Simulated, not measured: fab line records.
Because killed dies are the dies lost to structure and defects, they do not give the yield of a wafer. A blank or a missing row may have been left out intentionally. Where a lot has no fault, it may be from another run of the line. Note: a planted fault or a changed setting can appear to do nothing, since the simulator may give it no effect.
Comparing a struck lot with a sound one / flow rit-cmos / 27 out of 202 route steps
Sound: these wafers, L210.3, L210.4, L210.6. Wafers L225.4, L225.5, L225.6 were the ones struck. At the end, the cause is stated.
Per side, at each step with rows, come the tool, then ch with its chambers, and then its first start. Under that, the readings that differ: sound wafers / struck wafers / difference of the means / sigmas: that difference in standard deviations of wafers without a fault.
alike: words and numbers the same on both sides, and readings whose means are apart by under 2 such deviations; not compared: readings that were withheld, readings missing a value for some wafer, numbers with overlapping values and no deviation given by the record, and bounds like >300 which may hide the same value.
The two part at a step that has a row with sigmas, a row that says differs or no value, or rows on one side only. Numbers that have no deviation but don't overlap get no sigmas and don't part them. A reading missing from all wafers of one side parts the sides only when that side holds two or more wafers.

first, 4 steps without rows for these wafers: RIT_CONTACT_SOFTBAKE_04 (time 60 s); RIT_CONTACT_EXPOSE_05 (exposes mask M11, target cd 1000 nm); RIT_CONTACT_PEB_06; RIT_CONTACT_DEVELOP_07 (develop time 120 s).
RIT_CONTACT_CD_MEAS_08: the cd target is 1000 nm.
  sound on cd-sem-02, day 3 04:02; struck on cd-sem-01, day 6 09:26
  alike: cd-nm
RIT_CONTACT_OVL_MEAS_09:
  sound on overlay-01, day 3 04:07; struck on overlay-01, day 6 09:31
  alike: CONTACT_OVL
then, 1 step without rows for these wafers: RIT_CONTACT_HARDBAKE_10 (time 60 s).
RIT_CONTACT_ETCH_11: etches SiO2 in CHF3/CF4/Ar, stops on TiSi2, target depth 480 nm, time 320 s.
  sound on rie-diel-03 ch 2,3, day 3 04:18; struck on rie-diel-03 ch 0,1,2, day 6 09:41
reading=CHF3_flow_sccm (sccm); sound=50.12 50.17 50.36; struck=50.18 49.71 49.84; difference=-0.31; sigmas=-2
  alike: drypump-motor-current-A, oes-product-au, throttle-valve-pct
  not compared: rf-hours-counter-h
RIT_CONTACT_STRIP_12: strips in O2, time 180 s.
  sound on plasma-asher-03 ch 0,1, day 3 04:33; struck on plasma-asher-04 ch 0,1, day 6 09:56
  alike: drypump-motor-current-A
  not compared: rf-hours-counter-h
RIT_CONTACT_CD_MEAS_90: the cd target is 1000 nm.
  sound on cd-sem-02, day 3 04:43; struck on cd-sem-02, day 6 10:07
  alike: cd-nm
then, 2 steps without rows for these wafers: RIT_CONTACT_CLEAN_13 (cleans in SC1, time 600 s); RIT_CONTACT_CLEAN_14 (cleans in SC2, time 600 s).
RIT_M1_SPUTTER_00: material Al, target thk 400 nm, time 500 s.
  sound on pvd-sputter-02, day 3 05:22; struck on pvd-sputter-02, day 6 10:32
reading=chamber-pressure-pa (Pa); sound=0.3984 0.3999 0.3989; struck=0.3673 0.3670 0.3667; difference=-0.0321; sigmas=-40
  alike: throttle-valve-pct
  not compared: model.Al_of_M1_SPUTTER_00.thk-nm
RIT_M1_RS_MEAS_01: a four-point-probe measurement.
  sound on film-metro-03, day 3 05:42; struck on film-metro-03, day 6 10:53
  alike: M1_AL_RS
RIT_M1_THK_MEAS_02: measures by xrf.
  sound on film-metro-03, day 3 05:48; struck on film-metro-03, day 6 10:58
  alike: M1_AL_THK
then, 6 steps without rows for these wafers: RIT_M1_HMDS_03 (prime time 60 s); RIT_M1_COAT_04 (resist thk 1300 nm); RIT_M1_SOFTBAKE_05 (time 60 s); RIT_M1_EXPOSE_06 (exposes mask M12, target cd 2600 nm); RIT_M1_PEB_07; RIT_M1_DEVELOP_08 (develop time 68 s).
RIT_M1_CD_MEAS_09: the cd target is 2600 nm.
  sound on cd-sem-02, day 3 06:58; struck on cd-sem-02, day 6 12:06
  alike: cd-nm
RIT_M1_OVL_MEAS_10:
  sound on overlay-01, day 3 07:03; struck on overlay-02, day 6 12:11
  alike: M1_OVL
then, 1 step without rows for these wafers: RIT_M1_HARDBAKE_11 (time 120 s).
RIT_M1_METAL_ETCH_12: etches Al in Cl2/BCl3, stops on SiO2, time 165 s, target depth 600 nm.
  sound on rie-metal-03 ch 0, day 3 07:26; struck on rie-metal-03 ch 0,1, day 6 12:36
  alike: drypump-motor-current-A, oes-product-au, throttle-valve-pct
  not compared: rf-hours-counter-h, model.etch.depth-nm
then, 1 step without rows for these wafers: RIT_M1_STRIP_13 (strips in nmp, time 600 s).
RIT_M1_PROBE_99:
  sound on prober-01, day 3 10:33; struck on prober-01, day 6 15:30
  alike: defect-limited-yield, killed_at_M0_to_M3, killed-at-contacts, killed-at-front-end, killed-dies, killed-open, killed-short, sort_bin_3_pad_short, sort_bin_5_function, sort_bin_6_memory, sort-n-pass, sort-yield-pct

## WHERE THEY PART
First at RIT_CONTACT_ETCH_11; last, within this record, at RIT_M1_SPUTTER_00. Later steps at which nothing parts them and some readings are alike: RIT_M1_RS_MEAS_01, RIT_M1_THK_MEAS_02, RIT_M1_CD_MEAS_09, RIT_M1_OVL_MEAS_10, RIT_M1_METAL_ETCH_12, RIT_M1_PROBE_99.

WHY: what the simulator had put in
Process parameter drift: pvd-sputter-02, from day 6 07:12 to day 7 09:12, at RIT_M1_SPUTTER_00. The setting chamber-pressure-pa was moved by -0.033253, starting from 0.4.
